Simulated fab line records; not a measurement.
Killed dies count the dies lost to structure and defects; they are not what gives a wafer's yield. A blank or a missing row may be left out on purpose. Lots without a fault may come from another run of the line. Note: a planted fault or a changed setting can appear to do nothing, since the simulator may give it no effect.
Which tool did it? | flow berkeley_cmos170 | 7 lots (21 wafers sampled), 1 step of a 331-step route

## WHAT THE GAUGES READ, wafer by wafer
UCB170_SILICIDE_RS_MEAS_02: measurement is done with a four-point probe.
lot  | measured     | on            | SILICIDE_TI_RS (ohm/sq)
L497 | day 6 23:59  | film_metro-04 | 26.1 26.6 26.0
L500 | day 8 03:56  | film_metro-04 | 25.8 26.0 26.5
L504 | day 8 16:40  | film_metro-04 | 25.2 25.8 25.8
L503 | day 8 17:15  | film_metro-03 | 25.9 25.9 25.7
L511 | day 10 14:14 | film_metro-04 | 26.0 25.9 25.9
L512 | day 10 19:54 | film_metro-02 | 26.5 26.6 26.5
L517 | day 11 14:33 | film_metro-02 | 26.6 26.7 26.5

## WHAT TOOL EACH LOT RAN ON (gives the tool, then ch and the chambers of the sampled wafers, and finally the start)
There is no process step in the record ahead of these readings.

## THE ANSWER, worked out from the rows above alone
Rule: what is usual is taken from the lots themselves. The widest of any qualifying gaps counts: lots, ordered by their means at a reading, are off when they make up no more than a third of the lots, leave a main group of 4 or more, and stand apart from it by 3 or more times the standard deviation of that group's means. The tables above print the reading to a certain number of digits; a main group whose means all agree to those digits is not used. A lot without any number at a reading at which 4 lots or more have one is off too. Where the step has rows for the other lots, those lots are counted as sound.
None of the lots is off at any reading shown; this tells nothing.

## WHAT THE SIMULATOR PUT IN
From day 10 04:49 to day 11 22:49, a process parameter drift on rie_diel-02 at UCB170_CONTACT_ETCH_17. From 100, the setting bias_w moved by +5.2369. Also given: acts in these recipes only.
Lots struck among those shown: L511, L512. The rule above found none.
